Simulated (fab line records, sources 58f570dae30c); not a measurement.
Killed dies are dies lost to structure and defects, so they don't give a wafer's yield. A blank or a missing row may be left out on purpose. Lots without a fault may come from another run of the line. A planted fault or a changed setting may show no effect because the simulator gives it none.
Which tool did it? | flow berkeley_cmos170 | 14 lots, 42 wafers sampled, at 6 steps of a route of 331

WHAT THE GAUGES READ, wafer by wafer
UCB170_FIELD_THK_MEAS_90. Usual: FIELD_OXIDE_LEFT_1_THK 446 nm, standard deviation 9.3.
lot  | measured     | on            | FIELD_OXIDE_LEFT_1_THK (nm) | flag
L942 | day 5 20:17  | film_metro-01 | 439 438 442                 |
L944 | day 6 08:59  | film_metro-04 | 446 449 442                 |
L945 | day 6 23:41  | film_metro-01 | 442 448 440                 |
L947 | day 6 23:41  | film_metro-04 | 445 440 442                 |
L946 | day 6 23:45  | film_metro-01 | 432 437 439                 |
L949 | day 7 11:43  | film_metro-04 | 455 458 460                 |
L950 | day 7 11:44  | film_metro-03 | 457 451 457                 |
L952 | day 8 07:22  | film_metro-03 | 448 431 436                 |
L956 | day 9 12:47  | film_metro-03 | 439 438 432                 |
L960 | day 9 20:16  | film_metro-03 | 439 438 438                 |
L958 | day 9 20:18  | film_metro-03 | 444 451 451                 |
L962 | day 10 11:59 | film_metro-03 | 441 442 442                 |
L961 | day 10 12:02 | film_metro-04 | 459 450 455                 |
L963 | day 11 02:44 | film_metro-03 | 460 450 449                 |

UCB170_M2_CD_MEAS_90: target cd 700 nm. Usual: cd_nm 699.5 nm, standard deviation 2.8.
lot  | measured     | on        | cd_nm (nm)        | flag
L942 | day 8 19:50  | cd_sem-02 | 698.7 699.7 697.2 |
L944 | day 9 19:41  | cd_sem-02 | 695.2 699.2 695.9 |
L945 | day 10 13:25 | cd_sem-02 | 701.1 701.2 702.2 |
L947 | day 10 08:54 | cd_sem-02 | 700.1 699.8 700.4 |
L946 | day 10 10:19 | cd_sem-02 | 692.1 697.8 694.1 |
L949 | day 10 13:39 | cd_sem-02 | 699.1 696.0 697.9 |
L950 | day 10 14:17 | cd_sem-01 | - - -             | OFF
L952 | day 11 16:59 | cd_sem-02 | - - -             | OFF
L956 | day 12 11:58 | cd_sem-01 | 701.1 698.8 704.3 |
L960 | day 13 03:27 | cd_sem-01 | 699.3 696.9 698.4 |
L958 | day 13 03:41 | cd_sem-02 | 695.3 701.3 699.0 |
L962 | day 13 08:12 | cd_sem-02 | 703.7 701.1 700.9 |
L961 | day 13 07:56 | cd_sem-02 | 702.4 703.4 700.1 |
L963 | day 13 22:42 | cd_sem-01 | 701.0 701.9 704.0 |

WHICH TOOL RAN EACH LOT (tool, then ch and the chambers of the sampled wafers, then the start)
lot  | UCB170_NVT_STRIP_08                  | UCB170_PVT_STRIP_08                  | UCB170_M2_ETCH_17                  | UCB170_M2_METAL_ETCH_18
L942 | plasma_asher-02 ch 0,1, day 6 14:29  | plasma_asher-03 ch 0,1, day 6 16:02  | rie_diel-01 ch 0,1,3, day 8 19:31  | rie_metal-02 ch 0,1, day 8 19:33
L944 | plasma_asher-01 ch 0,1, day 7 05:05  | plasma_asher-02 ch 0,1, day 7 07:39  | rie_diel-01 ch 1,2,3, day 9 19:20  | rie_metal-01 ch 0,1, day 9 19:23
L945 | plasma_asher-02 ch 0,1, day 7 20:55  | plasma_asher-03 ch 0,1, day 7 22:47  | rie_diel-04 ch 0,1,2, day 10 13:05 | rie_metal-02 ch 0,1, day 10 13:07
L947 | plasma_asher-04 ch 0,1, day 7 21:02  | plasma_asher-02 ch 0,1, day 7 22:55  | rie_diel-04 ch 1,2, day 10 08:34   | rie_metal-01 ch 0,1, day 10 08:37
L946 | plasma_asher-01 ch 0,1, day 7 20:52  | plasma_asher-04 ch 0,1, day 7 22:39  | rie_diel-01 ch 1,2,3, day 10 09:59 | rie_metal-03 ch 0,1, day 10 10:02
L949 | plasma_asher-01 ch 0,1, day 8 13:04  | plasma_asher-03 ch 0,1, day 8 14:37  | rie_diel-01 ch 0,1,2, day 10 13:19 | rie_metal-01 ch 0,1, day 10 13:22
L950 | plasma_asher-04 ch 0,1, day 8 13:15  | plasma_asher-04 ch 0,1, day 8 14:53  | rie_diel-04 ch 0,1, day 10 13:55   | rie_metal-02 ch 0,1, day 10 14:02
L952 | plasma_asher-02 ch 0,1, day 9 11:52  | plasma_asher-02 ch 0,1, day 9 13:39  | rie_diel-01 ch 2,3, day 11 16:37   | rie_metal-01 ch 0,1, day 11 16:43
L956 | plasma_asher-01 ch 0,1, day 10 08:17 | plasma_asher-04 ch 0,1, day 10 10:36 | rie_diel-04 ch 0,1,2, day 12 11:37 | rie_metal-02 ch 0,1, day 12 11:40
L960 | plasma_asher-02 ch 0,1, day 10 17:08 | plasma_asher-04 ch 0,1, day 10 21:02 | rie_diel-04 ch 2,3, day 13 03:05   | rie_metal-02 ch 0,1, day 13 03:11
L958 | plasma_asher-02 ch 0,1, day 10 16:58 | plasma_asher-04 ch 0,1, day 10 21:06 | rie_diel-03 ch 2,3, day 13 03:21   | rie_metal-03 ch 0,1, day 13 03:23
L962 | plasma_asher-01 ch 0,1, day 11 05:58 | plasma_asher-02 ch 0,1, day 11 07:29 | rie_diel-01 ch 0,2, day 13 07:52   | rie_metal-02 ch 1, day 13 07:55
L961 | plasma_asher-02 ch 0,1, day 11 06:11 | plasma_asher-03 ch 0,1, day 11 07:42 | rie_diel-04 ch 0,1,3, day 13 07:36 | rie_metal-01 ch 0,1, day 13 07:38
L963 | plasma_asher-04 ch 0,1, day 11 19:43 | plasma_asher-02 ch 0,1, day 11 22:39 | rie_diel-01 ch 0,1,3, day 13 22:22 | rie_metal-02 ch 0,1, day 13 22:25
- UCB170_NVT_STRIP_08: strips in O2.
- UCB170_PVT_STRIP_08: strips in O2.
- UCB170_M2_ETCH_17: etches BARC in N2/H2.
- UCB170_M2_METAL_ETCH_18: etches Al in Cl2/BCl3, stops on SiO2, target depth 1170 nm, time 195 s.

WHAT THE TOOLS THEMSELVES READ (means of the sampled wafers that have a number; where no wafer has one, the mark that the record gives instead)
UCB170_NVT_STRIP_08. Usual: drypump_motor_current_A 5.7 A, standard deviation 0.53; o2_flow_sccm 400.0 sccm, standard deviation 1.2; oes_product_au 0.734 a.u., standard deviation 0.0047; strip_time_to_endpoint_s 21.65 s, standard deviation 0.059.
lot  | tool            | drypump_motor_current_A (A) | o2_flow_sccm (sccm) | oes_product_au (a.u.) | strip_time_to_endpoint_s (s) | flag
L942 | plasma_asher-02 | 5.7                         | 398.9               | 0.736                 | 21.70                        |
L944 | plasma_asher-01 | 5.9                         | 399.4               | 0.734                 | 21.62                        |
L945 | plasma_asher-02 | 5.6                         | 400.9               | 0.729                 | 21.72                        |
L947 | plasma_asher-04 | 5.7                         | 399.4               | 0.735                 | 21.58                        |
L946 | plasma_asher-01 | 5.5                         | 400.4               | 0.729                 | 21.62                        |
L949 | plasma_asher-01 | 5.5                         | 401.7               | 0.733                 | 21.72                        |
L950 | plasma_asher-04 | 5.5                         | 400.5               | 0.734                 | 21.68                        |
L952 | plasma_asher-02 | 6.0                         | 399.8               | 0.734                 | 21.60                        |
L956 | plasma_asher-01 | 5.5                         | 398.9               | 0.733                 | 21.71                        |
L960 | plasma_asher-02 | 5.6                         | 400.7               | 0.732                 | 21.65                        |
L958 | plasma_asher-02 | 5.6                         | 400.3               | 0.739                 | 21.65                        |
L962 | plasma_asher-01 | 5.5                         | 398.8               | 0.732                 | 21.67                        |
L961 | plasma_asher-02 | 6.0                         | 400.1               | 0.737                 | 21.63                        |
L963 | plasma_asher-04 | 5.8                         | 399.5               | 0.737                 | 21.64                        |

UCB170_PVT_STRIP_08. Usual: drypump_motor_current_A 5.6 A, standard deviation 0.53; o2_flow_sccm 400.0 sccm, standard deviation 1.3; oes_product_au 0.734 a.u., standard deviation 0.0047; strip_time_to_endpoint_s 21.66 s, standard deviation 0.067.
lot  | tool            | drypump_motor_current_A (A) | o2_flow_sccm (sccm) | oes_product_au (a.u.) | strip_time_to_endpoint_s (s) | flag
L942 | plasma_asher-03 | 5.6                         | 400.5               | 0.739                 | 21.67                        |
L944 | plasma_asher-02 | 5.7                         | 399.9               | 0.736                 | 21.68                        |
L945 | plasma_asher-03 | 5.3                         | 399.8               | 0.736                 | 21.71                        |
L947 | plasma_asher-02 | 6.0                         | 399.6               | 0.739                 | 21.69                        |
L946 | plasma_asher-04 | 5.8                         | 399.6               | 0.736                 | 21.75                        |
L949 | plasma_asher-03 | 5.6                         | 401.0               | 0.737                 | 21.67                        |
L950 | plasma_asher-04 | 5.8                         | 400.5               | 0.733                 | 21.58                        |
L952 | plasma_asher-02 | 6.0                         | 400.1               | 0.731                 | 21.61                        |
L956 | plasma_asher-04 | 5.8                         | 400.2               | 0.730                 | 21.62                        |
L960 | plasma_asher-04 | 5.5                         | 399.4               | 0.732                 | 21.62                        |
L958 | plasma_asher-04 | 5.5                         | 398.3               | 0.736                 | 21.59                        |
L962 | plasma_asher-02 | 5.7                         | 400.1               | 0.733                 | 21.64                        |
L961 | plasma_asher-03 | 5.6                         | 399.5               | 0.733                 | 21.64                        |
L963 | plasma_asher-02 | 5.7                         | 401.7               | 0.734                 | 21.72                        |

UCB170_M2_ETCH_17. Usual: bias_w 101.7 W, standard deviation 0.31; chamber_pressure_mTorr 30.001 mTorr, standard deviation 0.027; drypump_motor_current_A 5.6 A, standard deviation 0.56; oes_product_au 1.003 a.u., standard deviation 0.016; throttle_valve_pct 13.25 %, standard deviation 0.2.
lot  | tool        | bias_w (W) | chamber_pressure_mTorr (mTorr) | drypump_motor_current_A (A) | oes_product_au (a.u.) | throttle_valve_pct (%) | flag
L942 | rie_diel-01 | 101.6      | 29.984                         | 5.2                         | 0.997                 | 13.08                  |
L944 | rie_diel-01 | 101.7      | 29.985                         | 5.3                         | 0.989                 | 13.26                  |
L945 | rie_diel-04 | 101.6      | 30.000                         | 6.1                         | 1.005                 | 13.11                  |
L947 | rie_diel-04 | 101.6      | 30.008                         | 6.1                         | 1.025                 | 13.16                  |
L946 | rie_diel-01 | 101.6      | 30.007                         | 5.3                         | 0.992                 | 13.25                  |
L949 | rie_diel-01 | 101.3      | 30.025                         | 5.3                         | 0.998                 | 13.18                  |
L950 | rie_diel-04 | -          | -                              | -                           | -                     | -                      | OFF
L952 | rie_diel-01 | -          | -                              | -                           | -                     | -                      | OFF
L956 | rie_diel-04 | 101.5      | 30.014                         | 6.1                         | 1.008                 | 13.12                  |
L960 | rie_diel-04 | 101.6      | 30.005                         | 5.5                         | 1.013                 | 13.35                  |
L958 | rie_diel-03 | 101.7      | 30.022                         | 5.3                         | 0.997                 | 13.29                  |
L962 | rie_diel-01 | 102.0      | 30.011                         | 5.4                         | 0.990                 | 13.31                  |
L961 | rie_diel-04 | 101.8      | 30.019                         | 5.8                         | 1.011                 | 13.19                  |
L963 | rie_diel-01 | 101.5      | 30.014                         | 5.2                         | 1.010                 | 13.08                  |

UCB170_M2_METAL_ETCH_18. Usual: bcl3_flow_sccm 45.00 sccm, standard deviation 0.13; bias_w 120.0 W, standard deviation 0.32; drypump_motor_current_A 5.7 A, standard deviation 0.43; oes_product_au 0.862 a.u., standard deviation 0.013; throttle_valve_pct 24.40 %, standard deviation 0.28.
lot  | tool         | bcl3_flow_sccm (sccm) | bias_w (W) | drypump_motor_current_A (A) | oes_product_au (a.u.) | throttle_valve_pct (%) | flag
L942 | rie_metal-02 | 45.14                 | 120.3      | 5.4                         | 0.852                 | 24.22                  |
L944 | rie_metal-01 | 44.93                 | 119.9      | 6.1                         | 0.850                 | 24.52                  |
L945 | rie_metal-02 | 45.04                 | 120.0      | 5.3                         | 0.851                 | 24.47                  |
L947 | rie_metal-01 | 45.03                 | 119.7      | 6.1                         | 0.863                 | 24.52                  |
L946 | rie_metal-03 | 45.05                 | 120.2      | 5.9                         | 0.879                 | 24.29                  |
L949 | rie_metal-01 | 44.99                 | 120.1      | 5.8                         | 0.867                 | 24.59                  |
L950 | rie_metal-02 | 44.94                 | 119.6      | 5.3                         | 0.366                 | 24.71                  | OFF
L952 | rie_metal-01 | 44.94                 | 120.2      | 6.1                         | 0.373                 | 24.76                  | OFF
L956 | rie_metal-02 | 44.97                 | 120.1      | 5.4                         | 0.860                 | 24.20                  |
L960 | rie_metal-02 | 44.90                 | 120.1      | 5.4                         | 0.862                 | 24.20                  |
L958 | rie_metal-03 | 45.04                 | 120.1      | 6.1                         | 0.862                 | 24.23                  |
L962 | rie_metal-02 | 44.99                 | 120.0      | 5.6                         | 0.857                 | 23.94                  |
L961 | rie_metal-01 | 45.05                 | 119.8      | 6.1                         | 0.867                 | 24.53                  |
L963 | rie_metal-02 | 45.13                 | 119.8      | 5.4                         | 0.859                 | 24.20                  |

THE ANSWER, worked out from the rows above alone
Rule: a lot is off if the mean of its wafers that have a number lies more than 3 standard deviations from the usual mean. A lot without any number at a reading at which 4 lots or more have one is off too. The other lots that the step has rows for count as sound. The gauges are gone through in route order, then the tools' own readings, and for those a lot's mean is taken as printed above. The first step at which some lot is off is used, and at that step the reading that is off furthest; a lot without a number counts as furthest.
Off: L950, L952, at UCB170_M2_CD_MEAS_90 (cd_nm). Without a number there: L950, L952.
A tool fits if, at a process step before that reading, it ran every lot that is off, and no sound lot after the first of them. The gauges at UCB170_M2_CD_MEAS_90 aren't tried: what is off there is off at UCB170_M2_ETCH_17 too, on other tools, and a gauge's error can't cause that. None of those tried fits.

WHAT THE SIMULATOR HAD PUT IN
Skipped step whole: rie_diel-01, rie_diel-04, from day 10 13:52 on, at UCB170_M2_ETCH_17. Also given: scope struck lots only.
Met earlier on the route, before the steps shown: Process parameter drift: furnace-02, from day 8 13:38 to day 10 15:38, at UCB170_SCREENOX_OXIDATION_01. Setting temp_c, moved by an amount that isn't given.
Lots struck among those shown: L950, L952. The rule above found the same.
